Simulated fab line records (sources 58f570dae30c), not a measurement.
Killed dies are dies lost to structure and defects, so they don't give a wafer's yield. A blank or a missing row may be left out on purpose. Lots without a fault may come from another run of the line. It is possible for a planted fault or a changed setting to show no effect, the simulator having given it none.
Which tool was responsible? ; flow berkeley_cmos170 ; Sampling: 14 lots, 42 wafers, 3 of 331 route steps

== WHAT THE GAUGES SHOWED, per wafer ==
UCB170_M2_CD_MEAS_90: target cd 700 nm.
lot;measured;on;cd_nm (nm)
L184;day 8 06:08;cd_sem-01;700.8 697.3 696.2
L183;day 8 18:17;cd_sem-02;697.9 702.9 701.4
L186;day 8 20:41;cd_sem-01;694.0 697.4 696.2
L187;day 9 19:41;cd_sem-02;695.2 699.2 695.9
L190;day 10 08:54;cd_sem-02;700.1 699.8 700.4
L189;day 10 10:19;cd_sem-02;692.1 697.8 694.1
L188;day 10 13:25;cd_sem-02;701.1 701.2 702.2
L197;day 12 01:43;cd_sem-01;683.1 682.7 684.9
L199;day 12 11:58;cd_sem-01;701.1 698.8 704.3
L198;day 12 12:18;cd_sem-02;684.8 682.7 683.3
L202;day 12 23:58;cd_sem-02;697.6 697.2 700.8
L201;day 13 03:41;cd_sem-02;695.3 701.3 699.0
L205;day 13 08:12;cd_sem-02;703.7 701.1 700.9
L206;day 13 22:42;cd_sem-01;701.0 701.9 704.0

== TOOL THAT RAN EACH LOT (tool first, then ch and the chambers of the sampled wafers, then the start) ==
lot;UCB170_M2_METAL_ETCH_18;UCB170_M2_STRIP_19
L184;rie_metal-02 ch 0,1, day 8 05:52;plasma_asher-03 ch 0,1, day 8 06:02
L183;rie_metal-01 ch 0,1, day 8 18:01;plasma_asher-03 ch 0,1, day 8 18:11
L186;rie_metal-03 ch 0,1, day 8 20:23;plasma_asher-01 ch 0,1, day 8 20:35
L187;rie_metal-01 ch 0,1, day 9 19:23;plasma_asher-03 ch 0,1, day 9 19:34
L190;rie_metal-01 ch 0,1, day 10 08:37;plasma_asher-04 ch 0,1, day 10 08:48
L189;rie_metal-03 ch 0,1, day 10 10:02;plasma_asher-03 ch 0,1, day 10 10:13
L188;rie_metal-02 ch 0,1, day 10 13:07;plasma_asher-03 ch 0,1, day 10 13:19
L197;rie_metal-01 ch 0,1, day 12 01:26;plasma_asher-04 ch 0,1, day 12 01:37
L199;rie_metal-02 ch 0,1, day 12 11:40;plasma_asher-03 ch 0,1, day 12 11:51
L198;rie_metal-01 ch 0,1, day 12 11:59;plasma_asher-04 ch 0,1, day 12 12:11
L202;rie_metal-03 ch 0,1, day 12 23:40;plasma_asher-04 ch 0,1, day 12 23:52
L201;rie_metal-03 ch 0,1, day 13 03:23;plasma_asher-03 ch 0,1, day 13 03:35
L205;rie_metal-02 ch 1, day 13 07:55;plasma_asher-03 ch 0, day 13 08:06
L206;rie_metal-02 ch 0,1, day 13 22:25;plasma_asher-01 ch 0, day 13 22:36
- UCB170_M2_METAL_ETCH_18: etches Al in Cl2/BCl3, stops on SiO2, target depth 1170 nm, time 195 s.
- UCB170_M2_STRIP_19: strips in O2.

== AS READ BY THE TOOLS THEMSELVES (means over the sampled wafers that have a number; for cases with no such wafer, the mark the record gives instead) ==
UCB170_M2_METAL_ETCH_18.
lot;tool;bias_w (W);drypump_motor_current_A (A);oes_product_au (a.u.);throttle_valve_pct (%)
L184;rie_metal-02;120.0;5.3;0.841;24.48
L183;rie_metal-01;120.0;6.1;0.860;24.53
L186;rie_metal-03;120.2;5.9;0.874;24.31
L187;rie_metal-01;119.9;6.1;0.850;24.52
L190;rie_metal-01;119.7;6.1;0.863;24.52
L189;rie_metal-03;120.2;5.9;0.879;24.29
L188;rie_metal-02;120.0;5.3;0.851;24.47
L197;rie_metal-01;119.8;6.1;0.864;24.52
L199;rie_metal-02;120.1;5.4;0.860;24.20
L198;rie_metal-01;120.2;6.1;0.869;24.53
L202;rie_metal-03;120.1;6.1;0.863;24.23
L201;rie_metal-03;120.1;6.1;0.862;24.23
L205;rie_metal-02;120.0;5.6;0.857;23.94
L206;rie_metal-02;119.8;5.4;0.859;24.20

UCB170_M2_STRIP_19.
lot;tool;drypump_motor_current_A (A);oes_product_au (a.u.)
L184;plasma_asher-03;5.6;0.548
L183;plasma_asher-03;5.6;0.540
L186;plasma_asher-01;5.5;0.570
L187;plasma_asher-03;5.2;0.541
L190;plasma_asher-04;5.8;0.548
L189;plasma_asher-03;5.2;0.577
L188;plasma_asher-03;5.7;0.557
L197;plasma_asher-04;5.8;0.307
L199;plasma_asher-03;5.2;0.548
L198;plasma_asher-04;5.8;0.310
L202;plasma_asher-04;5.8;0.554
L201;plasma_asher-03;5.6;0.560
L205;plasma_asher-03;6.0;0.545
L206;plasma_asher-01;5.1;0.548

== THE ANSWER, worked out from the rows above alone ==
Rule: usual is defined by the lots themselves. The widest of any qualifying gaps counts: lots, ordered by their means at a reading, are off when they make up no more than a third of the lots, leave a main group of 4 or more, and stand apart from it by 3 or more times the standard deviation of that group's means. Not used: any main group whose means are identical at the precision the tables above print for the reading. A lot without any number at a reading at which 4 lots or more have one is off too. The other lots that the step has rows for count as sound. Order of review: gauges by route order, followed by the tools' own readings, for which a lot's mean as printed above is used. The first step at which some lot is off is used, and at that step the reading that is off furthest; a lot without a number counts as furthest.
Off: L197, L198 (UCB170_M2_CD_MEAS_90, cd_nm). Mean 699.2 nm and standard deviation 2.4 in the main group.
A tool fits if, at a process step before that reading, it ran every lot that is off, and no sound lot after the first of them. Not tried: the gauges at UCB170_M2_CD_MEAS_90; whatever is off there is also off at UCB170_M2_STRIP_19, on other tools, and gauge error can't account for it. One fits: rie_metal-01 at UCB170_M2_METAL_ETCH_18. A fault onset in the window from L190 (day 10 08:37, its last sound lot) to L197 (day 12 01:26, its first lot off) fits.

== WHAT THE SIMULATOR PUT IN ==
Process parameters drifting: rie_metal-01 at UCB170_M2_METAL_ETCH_18, beginning at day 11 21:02. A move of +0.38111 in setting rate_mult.
Lots struck among those shown: L197, L198. The rule above found the same.
